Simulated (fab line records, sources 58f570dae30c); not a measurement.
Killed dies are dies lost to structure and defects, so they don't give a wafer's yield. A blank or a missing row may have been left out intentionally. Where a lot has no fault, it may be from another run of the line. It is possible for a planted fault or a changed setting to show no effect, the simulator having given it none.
fab line records || flow berkeley_cmos170
record {"lots": 14, "wafers": 42, "last_day": 13}
route steps=331 shown GATE@141
lots that met no fault: from a run of the same line without faults
start_h: start of the lot's first displayed wafer, in hours after the record's first day || wait_h: how many hours have passed since the lot's step before this one || " as in the row above || L1.1+2: several wafers, shown together as one row || - no value, or no start was given || * or withheld: withheld || < > ~ a bound
route shown NAME@n: a module of which the file shows steps, and the number in the route of the first || usual: mean and standard deviation over wafers with no fault || same: alike in all rows || chamber/n: place in a boat || sites: the reading at each site || _std_site: standard deviation across them || _edge_site: mean of outer sites minus mean of inner sites || radius_mm: how far each site lies from the wafer's centre || mask NAME#n: copy n || behind: tool/chamber where the wafer was last shaped || hold: what put the lot on hold/how long, in hours/how the hold closed || device: the transistor (n, p or np) that didn't switch || end of line: tests of these same wafers at the route's end || a step without rows: its recipe alone || killed: dies lost to structure and defects at the first sort, not the wafer's yield || map: dies across one wafer; x = killed, . = not, _ = none there
set.NAME: setting as actually run; set.NAME@STEP: the setting as run at that earlier step || model.NAME: the simulator's own value behind a step, which no gauge read
a sample of lots followed through the steps of the route, with each step as a table and each wafer as a row
services: when a tool's chamber went out of use (start_h, in hours from the record's first day, below 0 if earlier), for how many hours, and the reason
## steps
# step UCB170_GATE_ETCH_15
# recipe {"chemistry": "HBr/Cl2", "target": "poly-Si", "stop_on": "SiO2", "over_etch_frac": 0.3, "icp_w": 300, "bias_w": 146.4, "time_s": 56.3, "pressure_mtorr": 15, "HBr_flow_sccm": 150, "Cl2_flow_sccm": 50, "target_depth_a": 2782}
# usual {"bias_w": "146.4/0.42", "drypump_motor_current_A": "5.3/0.58", "oes_product_au": "0.839/0.013", "rf_fwd_power_W": "297.2/1.3", "run_length_s": "84.3/0.42", "throttle_valve_pct": "26.3/0.36"}
{"lot.wafer": "L192.3", "tool": "rie_si-01", "chamber": 2, "start_h": 149.51, "wait_h": "-", "bias_w": 145.6, "drypump_motor_current_A": 6.3, "oes_product_au": 0.855, "rf_fwd_power_W": 297.2, "rf_hours_counter_h": 2, "run_length_s": 84.0, "throttle_valve_pct": 26.1}
{"lot.wafer": "L192.4", "tool": "rie_si-01", "chamber": 3, "start_h": 149.51, "wait_h": "-", "bias_w": 146.2, "drypump_motor_current_A": 4.7, "oes_product_au": 0.827, "rf_fwd_power_W": 297.8, "rf_hours_counter_h": 0, "run_length_s": 84.9, "throttle_valve_pct": 25.9}
{"lot.wafer": "L192.6", "tool": "rie_si-01", "chamber": 3, "start_h": 149.51, "wait_h": "-", "bias_w": 147.3, "drypump_motor_current_A": 4.7, "oes_product_au": 0.833, "rf_fwd_power_W": 298.6, "rf_hours_counter_h": "-", "run_length_s": 84.7, "throttle_valve_pct": 25.9}
{"lot.wafer": "L191.1", "tool": "rie_si-02", "chamber": 3, "start_h": 149.94, "wait_h": "-", "bias_w": 146.2, "drypump_motor_current_A": 4.9, "oes_product_au": 0.835, "rf_fwd_power_W": 296.5, "rf_hours_counter_h": 103, "run_length_s": 84.4, "throttle_valve_pct": 27.0}
{"lot.wafer": "L191.2", "tool": "rie_si-02", "chamber": 2, "start_h": 149.94, "wait_h": "-", "bias_w": 146.2, "drypump_motor_current_A": 5.1, "oes_product_au": 0.828, "rf_fwd_power_W": 299.3, "rf_hours_counter_h": 2, "run_length_s": 84.7, "throttle_valve_pct": 26.3}
{"lot.wafer": "L191.3", "tool": "rie_si-02", "chamber": 0, "start_h": 149.94, "wait_h": "-", "bias_w": 146.7, "drypump_motor_current_A": 6.2, "oes_product_au": 0.819, "rf_fwd_power_W": 296.0, "rf_hours_counter_h": 0, "run_length_s": 84.1, "throttle_valve_pct": 26.4}
{"lot.wafer": "L195.1", "tool": "rie_si-01", "chamber": 0, "start_h": 162.77, "wait_h": "-", "bias_w": 146.2, "drypump_motor_current_A": 5.1, "oes_product_au": 0.852, "rf_fwd_power_W": 297.2, "rf_hours_counter_h": 1, "run_length_s": 83.5, "throttle_valve_pct": 26.1}
{"lot.wafer": "L195.2", "tool": "rie_si-01", "chamber": 2, "start_h": 162.77, "wait_h": "-", "bias_w": 146.4, "drypump_motor_current_A": 6.3, "oes_product_au": 0.857, "rf_fwd_power_W": 297.7, "rf_hours_counter_h": 2, "run_length_s": 84.0, "throttle_valve_pct": 26.1}
{"lot.wafer": "L195.6", "tool": "rie_si-01", "chamber": 1, "start_h": 162.77, "wait_h": "-", "bias_w": 146.4, "drypump_motor_current_A": 4.7, "oes_product_au": 0.826, "rf_fwd_power_W": 297.2, "rf_hours_counter_h": "-", "run_length_s": 83.5, "throttle_valve_pct": 26.9}
{"lot.wafer": "L194.1", "tool": "rie_si-02", "chamber": 3, "start_h": 162.89, "wait_h": "-", "bias_w": 146.8, "drypump_motor_current_A": 5.0, "oes_product_au": 0.854, "rf_fwd_power_W": 297.8, "rf_hours_counter_h": 103, "run_length_s": 84.7, "throttle_valve_pct": 27.0}
{"lot.wafer": "L194.2", "tool": "rie_si-02", "chamber": 2, "start_h": 162.89, "wait_h": "-", "bias_w": 146.2, "drypump_motor_current_A": 5.1, "oes_product_au": 0.839, "rf_fwd_power_W": 297.1, "rf_hours_counter_h": 2, "run_length_s": 84.2, "throttle_valve_pct": 26.3}
{"lot.wafer": "L194.3", "tool": "rie_si-02", "chamber": 0, "start_h": 162.89, "wait_h": "-", "bias_w": 146.3, "drypump_motor_current_A": 6.1, "oes_product_au": 0.823, "rf_fwd_power_W": 299.0, "rf_hours_counter_h": 0, "run_length_s": 84.3, "throttle_valve_pct": 26.4}
{"lot.wafer": "L196.2", "tool": "rie_si-01", "chamber": 3, "start_h": 163.13, "wait_h": "-", "bias_w": 146.1, "drypump_motor_current_A": 4.7, "oes_product_au": 0.837, "rf_fwd_power_W": 296.1, "rf_hours_counter_h": 0, "run_length_s": 85.0, "throttle_valve_pct": 25.9}
{"lot.wafer": "L196.4", "tool": "rie_si-01", "chamber": 1, "start_h": 163.13, "wait_h": "-", "bias_w": 146.4, "drypump_motor_current_A": 4.7, "oes_product_au": 0.839, "rf_fwd_power_W": 296.1, "rf_hours_counter_h": 89, "run_length_s": 83.7, "throttle_valve_pct": 26.9}
{"lot.wafer": "L196.5", "tool": "rie_si-01", "chamber": 0, "start_h": 163.13, "wait_h": "-", "bias_w": 146.5, "drypump_motor_current_A": 5.1, "oes_product_au": 0.859, "rf_fwd_power_W": 296.1, "rf_hours_counter_h": "-", "run_length_s": 83.9, "throttle_valve_pct": 26.1}
{"lot.wafer": "L193.1", "tool": "rie_si-02", "chamber": 2, "start_h": 163.49, "wait_h": "-", "bias_w": 146.3, "drypump_motor_current_A": 5.1, "oes_product_au": 0.828, "rf_fwd_power_W": 299.0, "rf_hours_counter_h": 2, "run_length_s": 84.6, "throttle_valve_pct": 26.3}
{"lot.wafer": "L193.3", "tool": "rie_si-02", "chamber": 0, "start_h": 163.49, "wait_h": "-", "bias_w": 146.8, "drypump_motor_current_A": 6.1, "oes_product_au": 0.825, "rf_fwd_power_W": 299.4, "rf_hours_counter_h": 0, "run_length_s": 84.4, "throttle_valve_pct": 26.4}
{"lot.wafer": "L193.4", "tool": "rie_si-02", "chamber": 1, "start_h": 163.49, "wait_h": "-", "bias_w": 146.6, "drypump_motor_current_A": 5.4, "oes_product_au": 0.836, "rf_fwd_power_W": 295.7, "rf_hours_counter_h": 0, "run_length_s": 84.6, "throttle_valve_pct": 26.1}
{"lot.wafer": "L199.2", "tool": "rie_si-01", "chamber": 3, "start_h": 188.12, "wait_h": "-", "bias_w": 146.5, "drypump_motor_current_A": 4.7, "oes_product_au": 0.827, "rf_fwd_power_W": 300.1, "rf_hours_counter_h": 0, "run_length_s": 84.5, "throttle_valve_pct": 25.9}
{"lot.wafer": "L199.4", "tool": "rie_si-01", "chamber": 0, "start_h": 188.12, "wait_h": "-", "bias_w": 146.3, "drypump_motor_current_A": 5.1, "oes_product_au": 0.849, "rf_fwd_power_W": 296.7, "rf_hours_counter_h": 2, "run_length_s": 83.5, "throttle_valve_pct": 26.1}
{"lot.wafer": "L199.5", "tool": "rie_si-01", "chamber": 0, "start_h": 188.12, "wait_h": "-", "bias_w": 146.6, "drypump_motor_current_A": 5.1, "oes_product_au": 0.844, "rf_fwd_power_W": 295.1, "rf_hours_counter_h": "-", "run_length_s": 83.9, "throttle_valve_pct": 26.1}
{"lot.wafer": "L200.1", "tool": "rie_si-02", "chamber": 1, "start_h": 188.54, "wait_h": "-", "bias_w": 146.0, "drypump_motor_current_A": 5.4, "oes_product_au": 0.853, "rf_fwd_power_W": 294.8, "rf_hours_counter_h": 0, "run_length_s": 84.4, "throttle_valve_pct": 26.1}
{"lot.wafer": "L200.5", "tool": "rie_si-02", "chamber": 3, "start_h": 188.54, "wait_h": "-", "bias_w": 146.1, "drypump_motor_current_A": 4.9, "oes_product_au": 0.837, "rf_fwd_power_W": 298.7, "rf_hours_counter_h": "-", "run_length_s": 84.9, "throttle_valve_pct": 27.0}
{"lot.wafer": "L200.6", "tool": "rie_si-02", "chamber": 0, "start_h": 188.54, "wait_h": "-", "bias_w": 146.0, "drypump_motor_current_A": 6.1, "oes_product_au": 0.829, "rf_fwd_power_W": 300.2, "rf_hours_counter_h": "-", "run_length_s": 84.8, "throttle_valve_pct": 26.4}
{"lot.wafer": "L201.1", "tool": "rie_si-01", "chamber": 0, "start_h": 188.96, "wait_h": "-", "bias_w": 145.8, "drypump_motor_current_A": 5.1, "oes_product_au": 0.848, "rf_fwd_power_W": 297.9, "rf_hours_counter_h": 2, "run_length_s": 83.9, "throttle_valve_pct": 26.1}
{"lot.wafer": "L201.4", "tool": "rie_si-01", "chamber": 2, "start_h": 188.96, "wait_h": "-", "bias_w": 146.0, "drypump_motor_current_A": 6.3, "oes_product_au": 0.858, "rf_fwd_power_W": 296.9, "rf_hours_counter_h": 2, "run_length_s": 84.8, "throttle_valve_pct": 26.1}
{"lot.wafer": "L201.6", "tool": "rie_si-01", "chamber": 3, "start_h": 188.96, "wait_h": "-", "bias_w": 146.7, "drypump_motor_current_A": 4.7, "oes_product_au": 0.830, "rf_fwd_power_W": 298.4, "rf_hours_counter_h": "-", "run_length_s": 84.6, "throttle_valve_pct": 25.9}
{"lot.wafer": "L204.2", "tool": "rie_si-02", "chamber": 2, "start_h": 212.32, "wait_h": "-", "bias_w": 146.5, "drypump_motor_current_A": 5.1, "oes_product_au": 0.643, "rf_fwd_power_W": 296.2, "rf_hours_counter_h": 2, "run_length_s": 113.5, "throttle_valve_pct": 26.3}
{"lot.wafer": "L204.3", "tool": "rie_si-02", "chamber": 1, "start_h": 212.32, "wait_h": "-", "bias_w": 146.2, "drypump_motor_current_A": 5.4, "oes_product_au": 0.656, "rf_fwd_power_W": 293.1, "rf_hours_counter_h": 0, "run_length_s": 114.3, "throttle_valve_pct": 26.1}
{"lot.wafer": "L204.6", "tool": "rie_si-02", "chamber": 0, "start_h": 212.32, "wait_h": "-", "bias_w": 146.6, "drypump_motor_current_A": 6.1, "oes_product_au": 0.633, "rf_fwd_power_W": 298.4, "rf_hours_counter_h": "-", "run_length_s": 113.9, "throttle_valve_pct": 26.4}
{"lot.wafer": "L206.1", "tool": "rie_si-02", "chamber": 1, "start_h": 227.03, "wait_h": "-", "bias_w": 146.3, "drypump_motor_current_A": 5.4, "oes_product_au": 0.653, "rf_fwd_power_W": 295.6, "rf_hours_counter_h": 0, "run_length_s": 114.1, "throttle_valve_pct": 26.2}
{"lot.wafer": "L206.4", "tool": "rie_si-02", "chamber": 3, "start_h": 227.03, "wait_h": "-", "bias_w": 146.1, "drypump_motor_current_A": 4.9, "oes_product_au": 0.655, "rf_fwd_power_W": 297.9, "rf_hours_counter_h": 103, "run_length_s": 113.9, "throttle_valve_pct": 27.0}
{"lot.wafer": "L206.6", "tool": "rie_si-02", "chamber": 3, "start_h": 227.03, "wait_h": "-", "bias_w": 146.0, "drypump_motor_current_A": 5.0, "oes_product_au": 0.660, "rf_fwd_power_W": 298.9, "rf_hours_counter_h": "-", "run_length_s": 114.4, "throttle_valve_pct": 27.0}
{"lot.wafer": "L210.1", "tool": "rie_si-01", "chamber": 0, "start_h": 235.93, "wait_h": "-", "bias_w": 146.3, "drypump_motor_current_A": 5.1, "oes_product_au": 0.850, "rf_fwd_power_W": 296.6, "rf_hours_counter_h": 2, "run_length_s": 83.9, "throttle_valve_pct": 26.1}
{"lot.wafer": "L210.2", "tool": "rie_si-01", "chamber": 3, "start_h": 235.93, "wait_h": "-", "bias_w": 147.7, "drypump_motor_current_A": 4.7, "oes_product_au": 0.824, "rf_fwd_power_W": 298.7, "rf_hours_counter_h": 1, "run_length_s": 84.6, "throttle_valve_pct": 25.9}
{"lot.wafer": "L210.5", "tool": "rie_si-01", "chamber": 0, "start_h": 235.93, "wait_h": "-", "bias_w": 146.5, "drypump_motor_current_A": 5.1, "oes_product_au": 0.854, "rf_fwd_power_W": 296.5, "rf_hours_counter_h": "-", "run_length_s": 84.2, "throttle_valve_pct": 26.1}
{"lot.wafer": "L212.2", "tool": "rie_si-01", "chamber": 0, "start_h": 256.17, "wait_h": "-", "bias_w": 146.8, "drypump_motor_current_A": 5.1, "oes_product_au": 0.842, "rf_fwd_power_W": 296.2, "rf_hours_counter_h": 2, "run_length_s": 83.9, "throttle_valve_pct": 26.1}
{"lot.wafer": "L212.3", "tool": "rie_si-01", "chamber": 1, "start_h": 256.17, "wait_h": "-", "bias_w": 147.0, "drypump_motor_current_A": 4.7, "oes_product_au": 0.820, "rf_fwd_power_W": 297.8, "rf_hours_counter_h": 90, "run_length_s": 83.5, "throttle_valve_pct": 26.9}
{"lot.wafer": "L212.6", "tool": "rie_si-01", "chamber": 2, "start_h": 256.17, "wait_h": "-", "bias_w": 146.4, "drypump_motor_current_A": 6.3, "oes_product_au": 0.863, "rf_fwd_power_W": 297.5, "rf_hours_counter_h": "-", "run_length_s": 84.0, "throttle_valve_pct": 26.1}
{"lot.wafer": "L211.1", "tool": "rie_si-01", "chamber": 3, "start_h": 256.78, "wait_h": "-", "bias_w": 146.7, "drypump_motor_current_A": 4.7, "oes_product_au": 0.825, "rf_fwd_power_W": 297.6, "rf_hours_counter_h": 1, "run_length_s": 84.6, "throttle_valve_pct": 25.9}
{"lot.wafer": "L211.2", "tool": "rie_si-01", "chamber": 0, "start_h": 256.78, "wait_h": "-", "bias_w": 147.2, "drypump_motor_current_A": 5.1, "oes_product_au": 0.856, "rf_fwd_power_W": 297.7, "rf_hours_counter_h": 2, "run_length_s": 84.2, "throttle_valve_pct": 26.2}
{"lot.wafer": "L211.5", "tool": "rie_si-01", "chamber": 0, "start_h": 256.78, "wait_h": "-", "bias_w": 146.2, "drypump_motor_current_A": 5.1, "oes_product_au": 0.853, "rf_fwd_power_W": 297.8, "rf_hours_counter_h": "-", "run_length_s": 83.5, "throttle_valve_pct": 26.1}
## services
{"tool": "rie_si-02", "chamber": 3, "start_h": 244.43, "hours": "-", "kind": "clean"}
{"tool": "rie_si-02", "chamber": 3, "start_h": 244.43, "hours": 22.3, "kind": "scheduled_down"}
{"tool": "rie_si-02", "chamber": 3, "start_h": 244.43, "hours": 22.3, "kind": "vent_cycle"}
## key
first_sign {"step": "UCB170_GATE_ETCH_15", "reading": "run_length_s", "direction": "up", "sigmas": 71, "usual": "*", "struck": "*"}
effect {"step": "UCB170_GATE_ETCH_15", "reading": "oes_product_au", "direction": "down", "sigmas": 15, "usual": 0.839, "struck": 0.650}
met_at UCB170_GATE_ETCH_15
struck_lots L204,L206
sort_left_out L206.1,L206.4,L206.6
tester_left_out L204,L206
onset_between 188.54 212.32
fault {"kind": "process_parameter_drift", "tool": "rie_si-02", "chamber": "-", "onset_h": 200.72, "steps": "UCB170_GATE_ETCH_15", "channel": "time_s", "offset": "*", "shape": "step", "end_h": 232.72, "stated": "*"}
# tester_left_out: of these lots the tester's yield and bins aren't shown, on N5 and GAA mostly nor the transistor test; their killed dies are dies lost to structure and defects alone, not to doping, threshold or leakage, so they don't give the yield
# sort_left_out: the simulated sort isn't trusted on such a fault, so these wafers' sort isn't shown, and their yield isn't known
